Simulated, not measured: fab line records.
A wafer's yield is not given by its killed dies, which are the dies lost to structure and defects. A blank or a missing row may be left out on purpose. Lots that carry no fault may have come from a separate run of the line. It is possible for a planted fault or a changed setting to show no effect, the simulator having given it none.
Which tool was responsible? | flow rit_cmos | 45 wafers from 15 lots sampled at 2 of the route's 202 steps

== WHAT THE GAUGES READ, wafer by wafer ==
The record lacks any reading of a measuring or inspecting step that a usual standard deviation could be used to judge.

== TOOL THAT RAN EACH LOT (tool first, then ch and the chambers of the sampled wafers, then the start) ==
lot  | RIT_GATE_STRIP_20                   | RIT_M1_PROBE_99
L711 | plasma_asher-03 ch 0,1, day 2 16:32 | -
L713 | plasma_asher-03 ch 0,1, day 3 04:19 | -
L714 | plasma_asher-04 ch 0,1, day 3 05:41 | -
L715 | plasma_asher-04 ch 0,1, day 3 13:16 | -
L717 | plasma_asher-03 ch 0,1, day 4 00:55 | -
L718 | plasma_asher-02 ch 0,1, day 4 05:59 | -
L719 | plasma_asher-04 ch 0,1, day 4 13:46 | -
L720 | plasma_asher-02 ch 0,1, day 4 16:38 | -
L721 | plasma_asher-02 ch 0,1, day 4 18:11 | -
L722 | plasma_asher-03 ch 0,1, day 4 23:06 | prober-01, day 5 20:06
L723 | plasma_asher-03 ch 0,1, day 5 07:13 | prober-02, day 6 03:01
L724 | plasma_asher-02 ch 0,1, day 5 10:36 | prober-01, day 6 09:56
L732 | plasma_asher-02 ch 0,1, day 7 00:52 | -
L733 | plasma_asher-03 ch 0, day 7 15:07   | -
L734 | plasma_asher-02 ch 0,1, day 7 22:38 | -
- RIT_GATE_STRIP_20: strips in O2, time 180 s.
- RIT_M1_PROBE_99

== WHAT THE TOOLS THEMSELVES READ (means of the sampled wafers that have a number; where no wafer has one, the mark that the record gives instead) ==
RIT_GATE_STRIP_20.
lot  | tool            | chamber_pressure_mTorr (mTorr) | drypump_motor_current_A (A)
L711 | plasma_asher-03 | 3999                           | 5.5
L713 | plasma_asher-03 | 4002                           | 5.7
L714 | plasma_asher-04 | 4002                           | 5.5
L715 | plasma_asher-04 | 4000                           | 5.5
L717 | plasma_asher-03 | 4001                           | 5.7
L718 | plasma_asher-02 | 4001                           | 6.1
L719 | plasma_asher-04 | 4002                           | 5.3
L720 | plasma_asher-02 | 4000                           | 6.1
L721 | plasma_asher-02 | 3998                           | 5.6
L722 | plasma_asher-03 | -                              | -
L723 | plasma_asher-03 | -                              | -
L724 | plasma_asher-02 | -                              | -
L732 | plasma_asher-02 | 3999                           | 6.1
L733 | plasma_asher-03 | 3997                           | 6.0
L734 | plasma_asher-02 | 3999                           | 5.6

RIT_M1_PROBE_99.
lot  | tool      | killed_at_contacts | killed_at_front_end | killed_dies | killed_on_rim | killed_open | killed_short
L722 | prober-01 | 0.3                | 264                 | 264         | 70.0          | 4.0         | 2.7
L723 | prober-02 | 0.0                | 264                 | 264         | 70.0          | 4.0         | 2.3
L724 | prober-01 | 0.0                | 264                 | 264         | 70.0          | 2.7         | 5.3

== THE ANSWER, worked out from the rows above alone ==
Rule: what is usual is taken from the lots themselves. Put in order of their means at a reading, lots are off if they are a third of the lots or fewer, leave a main group of 4 or more, and stand apart from it by a gap of 3 or more times the standard deviation of the main group's means; of several such gaps the widest counts. If all means in a main group match to the digits the tables above print for the reading, that group is not used. A lot without any number at a reading at which 4 lots or more have one is off too. Where the step has rows for the other lots, those lots are counted as sound. Order of review: gauges by route order, followed by the tools' own readings, for which a lot's mean as printed above is used. At the first step where some lot is off, the reading lying furthest off is the one used; lots without a number count as furthest.
Off, at RIT_GATE_STRIP_20 on chamber_pressure_mTorr: L722, L723, L724. Without a number there: L722, L723, L724. Mean 4000 mTorr and standard deviation 1.6 in the main group.
A tool fits if, at that step or a process step before it, it ran every lot that is off, and no sound lot after the first of them. No candidate that was tried fits.

== WHAT THE SIMULATOR HAD INSERTED ==
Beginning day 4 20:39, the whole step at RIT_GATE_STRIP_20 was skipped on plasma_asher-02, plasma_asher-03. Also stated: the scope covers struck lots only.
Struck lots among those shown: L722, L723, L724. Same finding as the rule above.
